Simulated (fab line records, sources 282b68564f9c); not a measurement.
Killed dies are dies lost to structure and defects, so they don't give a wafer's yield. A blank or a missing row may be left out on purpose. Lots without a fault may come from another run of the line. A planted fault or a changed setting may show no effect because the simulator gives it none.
A struck lot beside a sound one | flow rit_cmos | 28 steps out of a route of 202
Sound: wafers L567.2, L567.3, L567.6. Struck: wafers L577.3, L577.4, L577.6. The cause comes at the end.
At each step with rows: each side's tool, then ch and its chambers, then its first start. Under that, the readings that differ: sound wafers | struck wafers | difference of the means | sigmas: that difference in standard deviations of wafers without a fault.
alike: readings whose means differ by less than 2 such deviations, and words and numbers that are the same on both sides. not compared: withheld readings, readings that some wafer has no value for, bounds like >300 that may hide the same value, and numbers for which the record gives no deviation and whose values overlap.
The two part at a step that has a row with sigmas, a row that says differs or no value, or rows on one side only. Numbers that don't overlap but have no deviation are shown without sigmas and don't part them. A reading that every wafer of one side lacks parts them only if that side has two wafers or more.

RIT_ACTIVE_BOW_MEAS_00:
  sound on film_metro-04, day 3 07:01; struck on film_metro-04, day 5 09:02
  alike: INCOMING_BOW
RIT_ACTIVE_OXIDATION_01: target thk 46.8 nm, ox time 3360 s.
  sound on furnace-04 ch 0, day 3 10:17; struck on furnace-01 ch 0, day 5 09:07
  reading                                       | sound                | struck               | difference | sigmas
  spike_tc_centre_C (C)                         | 999.4 1000.7 1000.7  | 1027.6 1027.6 1028.0 | +27.5      | +17
  spike_tc_load_C (C)                           | 1024.5 1025.7 1024.8 | 1048.3 1048.1 1048.5 | +23.3      | +10
  spike_tc_source_C (C)                         | 1027 1028 1028       | 1047 1050 1048       | +21        | +6
  tube_center_temp_C (C)                        | 999.98 1000.1 999.98 | 1024.9 1024.8 1025.1 | +24.9      | +99 or more
  tube_center_temp_C_max                        | 1002.5 1002.1 1002.6 | 1027.5 1027.2 1027.0 | +24.8      | +56
  model.SiO2_of_ACTIVE_OXIDATION_01.thk_nm (nm) | 46.6 46.23 46.66     | 59.26 59.04 58.04    | +12.28     |
RIT_ACTIVE_THK_MEAS_02:
  sound on film_metro-03, day 3 12:14; struck on film_metro-01, day 5 11:04
  reading               | sound          | struck         | difference | sigmas
  ACTIVE_OXIDE_THK (nm) | 46.6 46.3 46.7 | 59.3 59.0 58.0 | +12.2      | +15
then, 1 step without rows for these wafers: RIT_ACTIVE_CVD_03 (deposits Si3N4 from SiH2Cl2/NH3, target thk 150 nm, time 1500 s).
RIT_ACTIVE_THK_MEAS_04:
  sound on film_metro-01, day 3 13:43; struck on film_metro-01, day 5 12:33
  reading                 | sound             | struck            | difference | sigmas
  ACTIVE_NITRIDE_THK (nm) | 148.8 149.2 149.0 | 152.6 151.4 152.1 | +3.0       | +2
then, 6 steps without rows for these wafers: RIT_ACTIVE_HMDS_05 (prime time 60 s); RIT_ACTIVE_COAT_06 (resist thk 1000 nm); RIT_ACTIVE_SOFTBAKE_07 (time 60 s); RIT_ACTIVE_EXPOSE_08 (exposes mask M1, target cd 1400 nm); RIT_ACTIVE_PEB_09; RIT_ACTIVE_DEVELOP_10 (develop time 50 s).
RIT_ACTIVE_CD_MEAS_11: target cd 1400 nm.
  sound on cd_sem-01, day 3 14:38; struck on cd_sem-02, day 5 13:36
  alike: cd_nm
then, 1 step without rows for these wafers: RIT_ACTIVE_HARDBAKE_12 (time 60 s).
RIT_ACTIVE_ETCH_13: etches Si3N4 in SF6, stops on SiO2, time 210 s, target depth 210 nm.
  sound on rie_diel-01 ch 0,2,3, day 3 14:59; struck on rie_diel-01 ch 0,2, day 5 13:50
  alike: SF6_flow_sccm, drypump_motor_current_A, oes_product_au, throttle_valve_pct
  not compared: rf_hours_counter_h
RIT_ACTIVE_STRIP_14: strips in O2, time 180 s.
  sound on plasma_asher-03 ch 0,1, day 3 15:08; struck on plasma_asher-04 ch 0,1, day 5 14:02
  alike: drypump_motor_current_A
  not compared: rf_hours_counter_h
RIT_ACTIVE_CD_MEAS_90: target cd 1400 nm.
  sound on cd_sem-02, day 3 15:19; struck on cd_sem-01, day 5 14:11
  alike: cd_nm
then, 4 steps without rows for these wafers: RIT_ACTIVE_CLEAN_15 (cleans in SC1, time 600 s); RIT_ACTIVE_CLEAN_16 (cleans in dHF, time 30 s); RIT_ACTIVE_CLEAN_17 (cleans in SC2, time 600 s); RIT_FOX1_OXIDATION_00 (target thk 350.7 nm, ox time 1130 s).
RIT_FOX1_THK_MEAS_01:
  sound on film_metro-02, day 3 17:08; struck on film_metro-04, day 5 17:25
  alike: FOX1_OXIDE_THK
then, 2 steps without rows for these wafers: RIT_FOX1_WET_ETCH_02 (etches SiO2 in BOE, target depth 350 nm, time 390 s); RIT_FOX2_OXIDATION_00 (target thk 350.7 nm, ox time 1130 s).
RIT_FOX2_THK_MEAS_01:
  sound on film_metro-04, day 3 18:37; struck on film_metro-04, day 5 18:54
  alike: FOX2_OXIDE_THK
then, 1 step without rows for these wafers: RIT_FOX2_CLEAN_02 (cleans in dHF, time 180 s).
RIT_FOX2_WET_ETCH_03: etches Si3N4 in H3PO4, target depth 195 nm, time 2700 s.
  sound on wet_bench-04 ch 1, day 3 18:44; struck on wet_bench-01 ch 1, day 5 19:00
  reading                                       | sound            | struck            | difference | sigmas
  model.SiO2_of_ACTIVE_OXIDATION_01.thk_nm (nm) | 40.87 41.1 41.17 | 52.62 52.14 51.24 | +10.95     |
  alike: temp_c
RIT_FOX2_THK_MEAS_90:
  sound on film_metro-01, day 3 20:15; struck on film_metro-01, day 5 19:47
  alike: FIELD_OXIDE_LEFT_1_THK
RIT_M1_PROBE_99:
  sound on prober-02, day 5 13:29; struck on prober-02, day 7 08:41
  reading                             | sound             | struck            | difference | sigmas
  model.etest.pldd.width_nm (nm)      | 3169 3172 3155    | 3031 3030 3042    | -131       |
  model.etest.nldd.width_nm (nm)      | 3183 3174 3171    | 3013 3016 3022    | -159       |
  model.etest.nplus_sal.width_nm (nm) | 3440 3464 3445    | 3376 3356 3375    | -81        |
  model.etest.pplus_sal.width_nm (nm) | 3466 3463 3466    | 3383 3377 3365    | -90        |
  model.etest.nmos_0p3.r_on_ohm_um    | 2131 2100 2124    | 2184 2195 2201    | +75        |
  model.etest.nmos_narrow.drive_ua_um | 227.3 240.1 234.6 | 191.7 192.3 192.2 | -41.9      |
  model.etest.pmos_narrow.drive_ua_um | 102.9 107 104.9   | 88.28 90.22 87.89 | -16.14     |
  model.etest.nmos_0p3.drive_ua_um    | 229.2 237.3 233.9 | 219 222 216.5     | -14        |
  alike: killed_at_contacts, killed_at_front_end, killed_dies, killed_open, killed_short

WHERE THEY PART
First at RIT_ACTIVE_OXIDATION_01; last, within this record, at RIT_ACTIVE_THK_MEAS_04. Later steps at which nothing parts them and some readings are alike: RIT_ACTIVE_CD_MEAS_11, RIT_ACTIVE_ETCH_13, RIT_ACTIVE_STRIP_14, RIT_ACTIVE_CD_MEAS_90, RIT_FOX1_THK_MEAS_01, RIT_FOX2_THK_MEAS_01, RIT_FOX2_WET_ETCH_03, RIT_FOX2_THK_MEAS_90, RIT_M1_PROBE_99.

WHY: what the simulator had put in
Process parameter drift: furnace-01, from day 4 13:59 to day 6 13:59, at RIT_ACTIVE_OXIDATION_01. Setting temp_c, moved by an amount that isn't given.
